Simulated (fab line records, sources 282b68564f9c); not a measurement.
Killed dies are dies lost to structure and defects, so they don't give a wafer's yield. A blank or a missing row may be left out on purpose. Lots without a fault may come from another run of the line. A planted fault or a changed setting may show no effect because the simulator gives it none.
fab line records | flow rit_cmos | part 1 of 2: steps 1 to 29 of 39
record lots=5 wafers=15 last_day=7
route steps=202 shown PRETRO@66 GATE@75 FOX2@80 REOX@98 NLDD@103
lots that met no fault: from a run of the same line without faults
start_h: hours from the record's first day to the start of the lot's first wafer shown | wait_h: hours since the lot's step before | " the same as in the row above | L1.1+2: a row that stands for several wafers | - no value, or no start given | * or withheld: withheld | < > ~ a bound
route shown NAME@n: a module of which the file shows steps, and the number in the route of the first | usual: mean/standard deviation of fault-free wafers | same: alike in all rows | chamber/n: place in a boat | sites: the reading at each site | _std_site: their standard deviation | _edge_site: outer sites' mean less inner sites' | radius_mm: how far each site lies from the wafer's centre | mask NAME#n: copy n | behind: the tool/chamber that last shaped the wafer | hold: why the lot was held/for how many hours/how that ended | device: the transistor (n, p or np) that didn't switch | end of line: the same wafers' tests at the end of the route | a step without rows: its recipe alone | killed: dies lost to structure and defects at the first sort, not the wafer's yield | map: a wafer's dies, x killed, . not, _ none there
set.NAME: the setting as run; set.NAME@STEP: as run at that earlier step | model.NAME: the simulator's own value behind a step, which no gauge read
lots at some steps of the route; a table a step, a row a wafer
services: from which hour (start_h, from the record's first day; less than 0 if before it) a tool's chamber was out of use, for how many hours, and why
## steps
# step RIT_PRETRO_SOFTBAKE_02
# recipe resist=NOVOLAK temp_c=90 time_s=60
# usual resist_line_temp_C=22.97/0.1
# same time_s=60
# columns lot.wafer tool chamber start_h wait_h resist_line_temp_C
L079.1 litho_track-02 0 55.41 0.1 22.81
L079.3 " 0 " " 22.77
L079.6 " 0 " " 22.99
L086.1 litho_track-02 0 90.82 0.1 22.95
L086.3 " 0 " " 22.98
L086.5 " 0 " " 22.86
L087.1 litho_track-04 0 94.86 0.1 22.88
L087.4 " 0 " " 23.04
L087.5 " 0 " " 22.89
L090.1 litho_track-04 0 110.56 0.1 22.75
L090.2 " 0 " " 22.83
L090.5 " 0 " " 22.77
L094.1 litho_track-02 0 130.60 0.1 23.00
L094.4 " 0 " " 23.13
L094.6 " 0 " " 23.18
# step RIT_PRETRO_EXPOSE_03
# recipe mask_id=M5 na=0.57 target_cd_nm=43700 dose_mj=250
# same na=0.57
# columns lot.wafer tool chamber start_h wait_h mask
L079.1+3+6 iline_stepper-01 0 55.68 0.2 M5#0
L086.1+3+5 iline_stepper-02 0 91.23 0.4 M5#0
L087.1+4+5 iline_stepper-02 0 95.06 0.2 M5#0
L090.1+2+5 iline_stepper-02 0 110.79 0.2 M5#0
L094.1+4+6 iline_stepper-01 0 130.75 0.1 M5#0
# step RIT_PRETRO_PEB_04
# recipe resist=NOVOLAK temp_c=withheld time_s=withheld
# usual resist_line_temp_C=*
# columns lot.wafer tool chamber start_h wait_h resist_line_temp_C
L079.1 litho_track-01 0 55.80 0.1 *
L079.3 " 0 " " *
L079.6 " 0 " " *
L086.1 litho_track-01 0 91.34 0.1 *
L086.3 " 0 " " *
L086.5 " 0 " " *
L087.1 litho_track-04 0 95.18 0.1 *
L087.4 " 0 " " *
L087.5 " 0 " " *
L090.1 litho_track-02 0 110.91 0.1 *
L090.2 " 0 " " *
L090.5 " 0 " " *
L094.1 litho_track-04 0 130.90 0.1 *
L094.4 " 0 " " *
L094.6 " 0 " " *
# step RIT_PRETRO_DEVELOP_05
# recipe resist=NOVOLAK develop_time_s=68 dev_temp_c=23
# usual developer_temp_C=23.01/0.1 resist_line_temp_C=23.00/0.12
# columns lot.wafer tool chamber start_h wait_h developer_temp_C resist_line_temp_C
L079.1 litho_track-01 0 - - 23.02 23.00
L079.3 " 0 " " 22.86 23.01
L079.6 " 0 " " 22.81 22.97
L086.1 litho_track-01 0 - - 22.99 23.03
L086.3 " 0 " " 23.02 23.12
L086.5 " 0 " " 23.09 23.02
L087.1 litho_track-04 0 - - 22.78 23.12
L087.4 " 0 " " 22.94 23.14
L087.5 " 0 " " 23.10 22.96
L090.1 litho_track-02 0 - - 23.24 23.04
L090.2 " 0 " " 22.96 23.02
L090.5 " 0 " " 23.03 23.01
L094.1 litho_track-04 0 - - 23.03 23.17
L094.4 " 0 " " 22.99 23.29
L094.6 " 0 " " 23.06 23.15
# step RIT_PRETRO_OVL_MEAS_06
# usual PRETRO_OVL=0.1/1.4
# columns lot.wafer tool chamber start_h wait_h PRETRO_OVL[nm]
L079.1 overlay-02 - 56.11 - -1.9
L079.3 " - " " -0.8
L079.6 " - " " 0.7
L086.1 overlay-02 - 91.66 - 0.3
L086.3 " - " " 0.1
L086.5 " - " " -0.9
L087.1 overlay-02 - 95.49 - -0.2
L087.4 " - " " 1.4
L087.5 " - " " -0.3
L090.1 overlay-02 - 111.22 - 1.4
L090.2 " - " " 0.0
L090.5 " - " " 0.5
L094.1 overlay-02 - 131.21 - 0.6
L094.4 " - " " 3.5
L094.6 " - " " 1.3
# step RIT_PRETRO_HARDBAKE_07
# recipe resist=NOVOLAK temp_c=140 time_s=120
# usual resist_line_temp_C=22.97/0.098
# same time_s=120
# columns lot.wafer tool chamber start_h wait_h resist_line_temp_C
L079.1 litho_track-01 0 56.15 0.0 22.97
L079.3 " 0 " " 22.93
L079.6 " 0 " " 22.93
L086.1 litho_track-01 0 91.69 0.0 23.17
L086.3 " 0 " " 22.99
L086.5 " 0 " " 23.07
L087.1 litho_track-02 0 95.53 0.0 22.88
L087.4 " 0 " " 22.83
L087.5 " 0 " " 22.98
L090.1 litho_track-04 0 111.46 0.2 22.85
L090.2 " 0 " " 23.04
L090.5 " 0 " " 23.17
L094.1 litho_track-01 0 131.38 0.2 23.28
L094.4 " 0 " " 23.14
L094.6 " 0 " " 23.02
# step RIT_PRETRO_IMPLANT_08
# recipe species=B energy_kev=45 dose_cm2=1.2e+13 tilt_deg=7
# usual tilt_deg=7.009/0.02
# columns lot.wafer tool chamber start_h wait_h tilt_deg
L079.1 implanter-04 0 56.40 0.2 7.023
L079.3 " 0 " " 7.008
L079.6 " 0 " " 7.012
L086.1 implanter-02 0 91.94 0.2 7.037
L086.3 " 0 " " 7.045
L086.5 " 0 " " 7.036
L087.1 implanter-01 0 95.78 0.2 7.000
L087.4 " 0 " " 7.016
L087.5 " 0 " " 7.017
L090.1 implanter-01 0 111.71 0.2 7.010
L090.2 " 0 " " 7.010
L090.5 " 0 " " 7.017
L094.1 implanter-04 0 131.63 0.2 6.988
L094.4 " 0 " " 7.013
L094.6 " 0 " " 7.022
# step RIT_PRETRO_STRIP_09
# recipe chemistry=O2 time_s=180 resist=NOVOLAK platen_temp_c=withheld power_w=500 pressure_mtorr=4000 o2_flow_sccm=4000
# usual drypump_motor_current_A=5.5/0.61
# same time_s=180
# columns lot.wafer tool chamber start_h wait_h drypump_motor_current_A rf_hours_counter_h
L079.1 plasma_asher-02 0 56.55 0.1 5.3 41
L079.3 " 0 " " 5.2 -
L079.6 " 1 " " 6.6 -
L086.1 plasma_asher-04 0 92.09 0.1 5.7 32
L086.3 " 1 " " 4.7 -
L086.5 " 1 " " 4.7 -
L087.1 plasma_asher-02 1 95.93 0.1 6.6 46
L087.4 " 0 " " 5.3 -
L087.5 " 0 " " 5.2 -
L090.1 plasma_asher-04 1 111.86 0.1 4.7 34
L090.2 " 0 " " 5.7 34
L090.5 " 1 " " 4.7 -
L094.1 plasma_asher-04 1 131.78 0.1 4.7 37
L094.4 " 1 " " 4.7 -
L094.6 " 0 " " 5.7 -
# step RIT_PRETRO_TW_MEAS_10
# usual PRETRO_TW=477/3.4
# columns lot.wafer tool chamber start_h wait_h PRETRO_TW
L079.1 film_metro-03 - 56.73 0.1 475
L079.3 " - " " 476
L079.6 " - " " 476
L086.1 film_metro-01 - 92.27 0.1 474
L086.3 " - " " 476
L086.5 " - " " 472
L087.1 film_metro-01 - 96.11 0.1 475
L087.4 " - " " 471
L087.5 " - " " 472
L090.1 film_metro-03 - 112.03 0.1 478
L090.2 " - " " 482
L090.5 " - " " 481
L094.1 film_metro-02 - 131.96 0.1 479
L094.4 " - " " 478
L094.6 " - " " 480
# step RIT_GATE_WET_ETCH_00
# recipe chemistry=BOE target=SiO2 target_depth_nm=56 time_s=60 dry=n2_spin dilution=10:1 temp_c=21.5
# same time_s=60
# columns lot.wafer tool chamber start_h wait_h
L079.1+3+6 wet_bench-02 0 56.79 0.1
L086.1+3+5 wet_bench-04 2 92.33 0.1
L087.1+4+5 wet_bench-03 1 96.17 0.1
L090.1+2+5 wet_bench-02 0 112.09 0.1
L094.1+4+6 wet_bench-02 1 132.02 0.1
# step RIT_GATE_CLEAN_01
# recipe chemistry=SC1 mix=3:3:50 time_s=600 temp_c=75
# same time_s=600
# columns lot.wafer tool chamber start_h wait_h
L079.1+3+6 wet_bench-04 2 56.81 0.0
L086.1+3+5 wet_bench-03 1 92.35 0.0
L087.1+4+5 wet_bench-04 2 96.20 0.0
L090.1+2+5 wet_bench-03 0 112.12 0.0
L094.1+4+6 wet_bench-04 1 132.04 0.0
# step RIT_GATE_CLEAN_02
# recipe chemistry=dHF dilution=50:1 time_s=30
# same time_s=30
# columns lot.wafer tool chamber start_h wait_h
L079.1+3+6 wet_bench-03 3 57.00 0.0
L086.1+3+5 wet_bench-02 3 92.54 0.0
L087.1+4+5 wet_bench-02 1 96.37 0.0
L090.1+2+5 wet_bench-04 3 112.29 0.0
L094.1+4+6 wet_bench-02 1 132.22 0.0
# step RIT_GATE_CLEAN_03
# recipe chemistry=SC2 mix=3:3:50 time_s=600 temp_c=75 dry=n2_spin
# same time_s=600
# columns lot.wafer tool chamber start_h wait_h
L079.1+3+6 wet_bench-02 3 57.02 0.0
L086.1+3+5 wet_bench-04 1 92.56 0.0
L087.1+4+5 wet_bench-03 0 96.39 0.0
L090.1+2+5 wet_bench-02 2 112.31 0.0
L094.1+4+6 wet_bench-03 3 132.23 0.0
# step RIT_GATE_CLEAN_04
# recipe chemistry=dHF dilution=50:1 time_s=60 dry=n2_spin
# same time_s=60
# columns lot.wafer tool chamber start_h wait_h
L079.1+3+6 wet_bench-04 1 57.21 0.0
L086.1+3+5 wet_bench-03 1 92.74 0.0
L087.1+4+5 wet_bench-04 1 96.58 0.0
L090.1+2+5 wet_bench-04 3 112.48 0.0
L094.1+4+6 wet_bench-02 3 132.41 0.0
# step RIT_FOX2_THK_MEAS_91
# recipe reads=SiO2_of_FOX2_OXIDATION_00
# usual FIELD_OXIDE_LEFT_2_THK=257/6
# columns lot.wafer tool chamber start_h wait_h FIELD_OXIDE_LEFT_2_THK[nm]
L079.1 film_metro-01 - 57.24 0.0 247
L079.3 " - " " 245
L079.6 " - " " 247
L086.1 film_metro-01 - 92.76 0.0 257
L086.3 " - " " 261
L086.5 " - " " 245
L087.1 film_metro-04 - 96.60 0.0 263
L087.4 " - " " 262
L087.5 " - " " 260
L090.1 film_metro-03 - 112.51 0.0 261
L090.2 " - " " 262
L090.5 " - " " 265
L094.1 film_metro-03 - 132.43 0.0 251
L094.4 " - " " 254
L094.6 " - " " 255
# step RIT_GATE_OXIDATION_05
# recipe temp_c=900 ambient=O2 target_thk_a=30 ox_time_s=270
# usual spike_tc_load_C=928.2/1.5
# columns lot.wafer tool chamber start_h wait_h spike_tc_load_C
L079.1 furnace-04 0 57.30 0.1 928.3
L079.3 " 0 " " 929.9
L079.6 " 0 " " 929.7
L086.1 furnace-02 0 92.82 0.1 926.3
L086.3 " 0 " " 928.0
L086.5 " 0 " " 928.5
L087.1 furnace-04 0 96.97 0.4 929.7
L087.4 " 0 " " 930.0
L087.5 " 0 " " 931.2
L090.1 furnace-04 0 112.57 0.1 931.3
L090.2 " 0 " " 931.0
L090.5 " 0 " " 930.8
L094.1 furnace-01 0 132.49 0.1 929.0
L094.4 " 0 " " 929.1
L094.6 " 0 " " 927.9
# step RIT_GATE_ANNEAL_06
# recipe temp_c=900 time_s=600 ambient=N2O
# usual spike_tc_load_C=928.6/1.3
# same time_s=600
# columns lot.wafer tool chamber start_h wait_h spike_tc_load_C
L079.1 furnace-04 0 58.37 0.0 928.7
L079.3 " 0 " " 931.0
L079.6 " 0 " " 928.8
L086.1 furnace-01 0 93.90 0.0 928.2
L086.3 " 0 " " 930.5
L086.5 " 0 " " 927.9
L087.1 furnace-01 0 99.04 1.0 929.6
L087.4 " 0 " " 929.9
L087.5 " 0 " " 927.2
L090.1 furnace-04 0 113.64 0.0 928.8
L090.2 " 0 " " 928.2
L090.5 " 0 " " 929.6
L094.1 furnace-04 0 133.57 0.0 929.2
L094.4 " 0 " " 928.5
L094.6 " 0 " " 930.7
# step RIT_GATE_THK_MEAS_07
# recipe reads=SiO2_of_GATE_OXIDATION_05
# usual GATE_OXIDE_THK=3.02/0.069
# columns lot.wafer tool chamber start_h wait_h GATE_OXIDE_THK[nm]
L079.1 film_metro-01 - 58.62 0.0 3.10
L079.3 " - " " 3.13
L079.6 " - " " 3.07
L086.1 film_metro-03 - 94.15 0.0 2.96
L086.3 " - " " 2.92
L086.5 " - " " 2.97
L087.1 film_metro-03 - 99.29 0.0 3.12
L087.4 " - " " 3.10
L087.5 " - " " 3.06
L090.1 film_metro-01 - 113.89 0.0 3.03
L090.2 " - " " 2.94
L090.5 " - " " 3.03
L094.1 film_metro-03 - 133.82 0.0 3.03
L094.4 " - " " 3.04
L094.6 " - " " 3.07
# step RIT_GATE_CVD_08
# recipe material=poly-Si target_thk_nm=250 temp_c=610 precursor=SiH4 time_s=2220 pressure_mtorr=300 sih4_flow_sccm=100
# usual spike_tc_load_C=632.9/2.7
# same time_s=2220
# columns lot.wafer tool chamber start_h wait_h spike_tc_load_C
L079.1 lpcvd-02 1 58.68 0.1 629.0
L079.3 " 1 " " 627.9
L079.6 " 1 " " 628.9
L086.1 lpcvd-02 0 94.21 0.1 635.8
L086.3 " 0 " " 633.5
L086.5 " 0 " " 634.5
L087.1 lpcvd-01 1 99.35 0.1 633.4
L087.4 " 1 " " 635.9
L087.5 " 1 " " 633.8
L090.1 lpcvd-02 0 113.95 0.1 634.1
L090.2 " 0 " " 633.5
L090.5 " 0 " " 635.2
L094.1 lpcvd-02 0 133.88 0.1 635.2
L094.4 " 0 " " 633.5
L094.6 " 0 " " 633.9
# step RIT_GATE_THK_MEAS_09
# recipe reads=poly-Si_of_GATE_CVD_08
# usual GATE_POLY_THK=249.3/2.4
# columns lot.wafer tool chamber start_h wait_h GATE_POLY_THK[nm]
L079.1 film_metro-04 - 60.30 0.0 246.2
L079.3 " - " " 245.4
L079.6 " - " " 246.0
L086.1 film_metro-04 - 95.82 0.0 251.0
L086.3 " - " " 250.8
L086.5 " - " " 250.6
L087.1 film_metro-01 - 100.97 0.0 252.9
L087.4 " - " " 253.9
L087.5 " - " " 253.0
L090.1 film_metro-04 - 115.57 0.0 246.8
L090.2 " - " " 244.6
L090.5 " - " " 245.9
L094.1 film_metro-03 - 135.50 0.0 251.4
L094.4 " - " " 251.1
L094.6 " - " " 247.5
# step RIT_GATE_HMDS_10
# recipe prime_time_s=60 prime_temp_c=140
# usual resist_line_temp_C=22.99/0.089
# columns lot.wafer tool chamber start_h wait_h resist_line_temp_C
L079.1 litho_track-02 0 60.36 0.1 23.17
L079.3 " 0 " " 22.98
L079.6 " 0 " " 23.00
L086.1 litho_track-03 0 95.88 0.1 23.00
L086.3 " 0 " " 23.13
L086.5 " 0 " " 22.90
L087.1 litho_track-02 0 101.11 0.1 22.90
L087.4 " 0 " " 23.05
L087.5 " 0 " " 22.99
L090.1 litho_track-03 0 115.70 0.1 23.01
L090.2 " 0 " " 22.91
L090.5 " 0 " " 22.85
L094.1 litho_track-03 0 135.56 0.1 23.05
L094.4 " 0 " " 23.06
L094.6 " 0 " " 23.08
# step RIT_GATE_COAT_11
# recipe resist=NOVOLAK spin_rpm=4250 resist_thk_nm=850
# usual resist_line_temp_C=23.01/0.11
# columns lot.wafer tool chamber start_h wait_h resist_line_temp_C
L079.1 litho_track-02 0 60.51 0.1 22.95
L079.3 " 0 " " 23.15
L079.6 " 0 " " 22.88
L086.1 litho_track-03 0 96.03 0.1 23.04
L086.3 " 0 " " 23.07
L086.5 " 0 " " 23.13
L087.1 litho_track-02 0 101.26 0.1 23.01
L087.4 " 0 " " 23.04
L087.5 " 0 " " 23.07
L090.1 litho_track-03 0 115.85 0.1 23.00
L090.2 " 0 " " 23.05
L090.5 " 0 " " 23.04
L094.1 litho_track-03 0 135.71 0.1 23.05
L094.4 " 0 " " 23.02
L094.6 " 0 " " 22.99
# step RIT_GATE_SOFTBAKE_12
# recipe resist=NOVOLAK temp_c=90 time_s=60
# usual resist_line_temp_C=23.00/0.1
# same time_s=60
# columns lot.wafer tool chamber start_h wait_h resist_line_temp_C
L079.1 litho_track-02 0 60.66 0.1 22.92
L079.3 " 0 " " 23.09
L079.6 " 0 " " 22.87
L086.1 litho_track-03 0 96.18 0.1 23.02
L086.3 " 0 " " 23.02
L086.5 " 0 " " 23.02
L087.1 litho_track-02 0 101.41 0.1 22.91
L087.4 " 0 " " 23.08
L087.5 " 0 " " 22.81
L090.1 litho_track-03 0 116.00 0.1 23.11
L090.2 " 0 " " 23.17
L090.5 " 0 " " 23.12
L094.1 litho_track-03 0 135.86 0.1 22.83
L094.4 " 0 " " 23.10
L094.6 " 0 " " 22.90
# step RIT_GATE_EXPOSE_13
# recipe mask_id=M6 na=0.6 source_shape=conventional sigma_outer=0.6 target_cd_nm=150 dose_mj=380
# same na=0.6 sigma_outer=0.6
# columns lot.wafer tool chamber start_h wait_h mask
L079.1+3+6 iline_stepper-01 0 60.81 0.1 M6#0
L086.1+3+5 iline_stepper-02 0 96.33 0.1 M6#0
L087.1+4+5 iline_stepper-02 0 101.56 0.1 M6#0
L090.1+2+5 iline_stepper-01 0 116.28 0.2 M6#0
L094.1+4+6 iline_stepper-02 0 136.01 0.1 M6#0
# step RIT_GATE_PEB_14
# recipe resist=NOVOLAK temp_c=withheld time_s=withheld
# usual resist_line_temp_C=*
# columns lot.wafer tool chamber start_h wait_h resist_line_temp_C
L079.1 litho_track-03 0 60.93 0.1 *
L079.3 " 0 " " *
L079.6 " 0 " " *
L086.1 litho_track-02 0 96.45 0.1 *
L086.3 " 0 " " *
L086.5 " 0 " " *
L087.1 litho_track-01 0 101.80 0.2 *
L087.4 " 0 " " *
L087.5 " 0 " " *
L090.1 litho_track-01 0 116.40 0.1 *
L090.2 " 0 " " *
L090.5 " 0 " " *
L094.1 litho_track-02 0 136.18 0.2 *
L094.4 " 0 " " *
L094.6 " 0 " " *
# step RIT_GATE_DEVELOP_15
# recipe resist=NOVOLAK develop_time_s=50 dev_temp_c=23
# usual developer_temp_C=22.98/0.1 resist_line_temp_C=23.02/0.094
# columns lot.wafer tool chamber start_h wait_h developer_temp_C resist_line_temp_C
L079.1 litho_track-03 0 - - 23.12 22.94
L079.3 " 0 " " 22.95 22.86
L079.6 " 0 " " 23.05 22.95
L086.1 litho_track-02 0 - - 23.07 23.01
L086.3 " 0 " " 23.07 23.13
L086.5 " 0 " " 23.03 23.03
L087.1 litho_track-01 0 - - 23.01 23.25
L087.4 " 0 " " 22.95 23.08
L087.5 " 0 " " 23.16 23.05
L090.1 litho_track-01 0 - - 22.80 23.01
L090.2 " 0 " " 22.89 22.96
L090.5 " 0 " " 22.83 23.02
L094.1 litho_track-02 0 - - 22.91 23.11
L094.4 " 0 " " 23.00 22.99
L094.6 " 0 " " 23.01 23.30
# step RIT_GATE_CD_MEAS_16
# recipe target_cd_nm=150
# usual cd_nm=149.9/2.2
# columns lot.wafer tool chamber start_h wait_h cd_nm
L079.1 cd_sem-01 - 61.21 - 148.4
L079.3 " - " " 149.0
L079.6 " - " " 148.4
L086.1 cd_sem-01 - 96.73 - 147.6
L086.3 " - " " 147.0
L086.5 " - " " 148.2
L087.1 cd_sem-02 - 102.08 - 150.8
L087.4 " - " " 149.9
L087.5 " - " " 151.2
L090.1 cd_sem-01 - 116.68 - 150.4
L090.2 " - " " 152.8
L090.5 " - " " 154.2
L094.1 cd_sem-01 - 136.46 - 151.1
L094.4 " - " " 152.0
L094.6 " - " " 150.4
# step RIT_GATE_OVL_MEAS_17
# usual GATE_OVL=0.6/1.4
# columns lot.wafer tool chamber start_h wait_h GATE_OVL[nm]
L079.1 overlay-01 - 61.33 0.1 -0.8
L079.3 " - " " -0.5
L079.6 " - " " -0.1
L086.1 overlay-02 - 96.85 0.1 2.1
L086.3 " - " " 1.4
L086.5 " - " " 3.3
L087.1 overlay-02 - 102.20 0.1 -1.5
L087.4 " - " " -0.4
L087.5 " - " " -0.7
L090.1 overlay-01 - 116.80 0.1 -0.1
L090.2 " - " " -2.1
L090.5 " - " " 1.0
L094.1 overlay-02 - 136.58 0.1 2.4
L094.4 " - " " 1.7
L094.6 " - " " -0.6
# step RIT_GATE_HARDBAKE_18
# recipe resist=NOVOLAK temp_c=140 time_s=60
# usual resist_line_temp_C=22.99/0.1
# same time_s=60
# columns lot.wafer tool chamber start_h wait_h resist_line_temp_C
L079.1 litho_track-01 0 61.37 0.0 22.94
L079.3 " 0 " " 22.94
L079.6 " 0 " " 23.11
L086.1 litho_track-02 0 96.89 0.0 23.06
L086.3 " 0 " " 23.06
L086.5 " 0 " " 22.91
L087.1 litho_track-03 0 102.24 0.0 23.13
L087.4 " 0 " " 23.04
L087.5 " 0 " " 23.11
L090.1 litho_track-01 0 116.83 0.0 22.88
L090.2 " 0 " " 22.77
L090.5 " 0 " " 22.81
L094.1 litho_track-03 0 136.62 0.0 23.10
L094.4 " 0 " " 23.03
L094.6 " 0 " " 23.02
